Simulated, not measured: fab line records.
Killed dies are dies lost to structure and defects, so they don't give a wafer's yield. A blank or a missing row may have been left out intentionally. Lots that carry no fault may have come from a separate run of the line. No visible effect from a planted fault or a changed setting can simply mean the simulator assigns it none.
What tool caused it? -- flow rit-cmos -- 7 lots, 21 wafers sampled, at 2 steps of a route of 202

## WHAT THE GAUGES READ, wafer by wafer
RIT_NLDD_TW_MEAS_10.
lot,measured,on,NLDD_TW
L607,day 3 03:26,film-metro-02,2503 2498 2494
L609,day 3 09:34,film-metro-04,2493 2496 2503
L611,day 3 22:41,film-metro-02,2503 2503 2490
L613,day 4 05:16,film-metro-02,2466 2468 2480
L618,day 5 08:07,film-metro-02,2486 2478 2465
L624,day 6 11:07,film-metro-03,2486 2476 2480
L629,day 7 14:07,film-metro-02,2481 2474 2475

## EACH LOT AND THE TOOL THAT RAN IT (in order: tool; ch and the chambers of the sampled wafers; start)
lot,RIT_NLDD_IMPLANT_08
L607,"implanter-03 ch 0, day 3 03:09"
L609,"implanter-04 ch 0, day 3 09:14"
L611,"implanter-03 ch 0, day 3 22:24"
L613,"implanter-04 ch 0, day 4 04:56"
L618,"implanter-02 ch 0, day 5 07:47"
L624,"implanter-02 ch 0, day 6 10:47"
L629,"implanter-02 ch 0, day 7 13:49"
- RIT_NLDD_IMPLANT_08

## THE ANSWER, worked out from the rows above alone
Rule: the lots themselves supply what counts as usual. The widest of any qualifying gaps counts: lots, ordered by their means at a reading, are off when they make up no more than a third of the lots, leave a main group of 4 or more, and stand apart from it by 3 or more times the standard deviation of that group's means. A main group whose means are all the same, to the digits that the tables above print for the reading, isn't used. A lot without any number at a reading at which 4 lots or more have one is off too. The other lots that the step has rows for count as sound.
No lot is off on any of the readings shown, so nothing can be concluded from this.

## WHAT THE SIMULATOR PUT IN
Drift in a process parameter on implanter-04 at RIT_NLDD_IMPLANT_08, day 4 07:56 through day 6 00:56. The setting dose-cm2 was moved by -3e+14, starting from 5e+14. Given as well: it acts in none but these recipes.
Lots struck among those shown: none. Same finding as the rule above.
